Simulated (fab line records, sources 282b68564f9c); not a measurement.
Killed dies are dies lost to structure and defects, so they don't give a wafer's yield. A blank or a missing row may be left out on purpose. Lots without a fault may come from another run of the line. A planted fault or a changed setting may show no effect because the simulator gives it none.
Problem report in the 8D (eight disciplines) form, filled by code | flow rit_cmos | the parts of the form that need people (team, actions taken, sign-off) are left out

1. THE PROBLEM
beam_energy_keV at RIT_NRETRO_IMPLANT_08 reads a mean of 68.265 on 6 wafers of 2 lots; wafers without a fault read 69.993 with a standard deviation of 0.021. That is -82 standard deviations from the usual mean.
First seen on wafer L490.1, day 4 08:02, on implanter-03. The record holds 18 wafers of 6 lots with a number at this step. Rule for "out", or "out of limits": more than 4 standard deviations from the usual mean. The other wafers with a number count as sound.

2. WHAT IT IS AND WHAT IT IS NOT
question                    | is                     | is not
which readings at this step | beam_energy_keV        | -
which lots                  | L490, L491             | L485, L499, L501, L502
which wafers of those lots  | all that have a number | -
read on which tools         | implanter-03           | implanter-02, implanter-04
when                        | from day 4 08:02       | up to then (3 sound wafers); but 9 sound wafers of L499, L501, L502 came after

3. SUSPECTS, AND WHAT RULES EACH OUT
Counting: a tool at a process step up to the reading stays a suspect if it ran every lot that is out and no sound lot after the first of them.
- implanter-03 at RIT_NRETRO_IMPLANT_08: kept. It ran every lot that is out, first L490 (day 4 08:02), and no sound lot after that; its last sound lot up to then is L485 (day 3 08:11). Its own readings are out on those wafers: beam_energy_keV.
Left after counting: implanter-03 at RIT_NRETRO_IMPLANT_08.

4. THE CAUSE (what the simulator had put in)
Process parameter drift: implanter-03, from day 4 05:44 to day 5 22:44, at RIT_NRETRO_IMPLANT_08. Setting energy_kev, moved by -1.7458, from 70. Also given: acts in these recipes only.
Counting left only this tool.

5. THE CHAIN OF EFFECTS, in route order
Each row: a reading whose mean over the struck wafers that have a number lies more than 3 standard deviations from the usual. Only readings for which the record gives a usual standard deviation are gone through. hours: the time from each lot's start at the first step in this table that gives one to its start at this step, as a median over the lots. sigmas: the change in usual standard deviations.
hours | step                  | reading         | usual  | on struck wafers | change | sigmas
0     | RIT_NRETRO_IMPLANT_08 | beam_energy_keV | 69.993 | 68.265           | -1.728 | -82
The process steps in it:
- RIT_NRETRO_IMPLANT_08

6. WHAT WOULD HAVE CAUGHT IT SOONER
In this record the first reading out of limits was taken at day 4 08:02, 2 hours after the fault began at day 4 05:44.
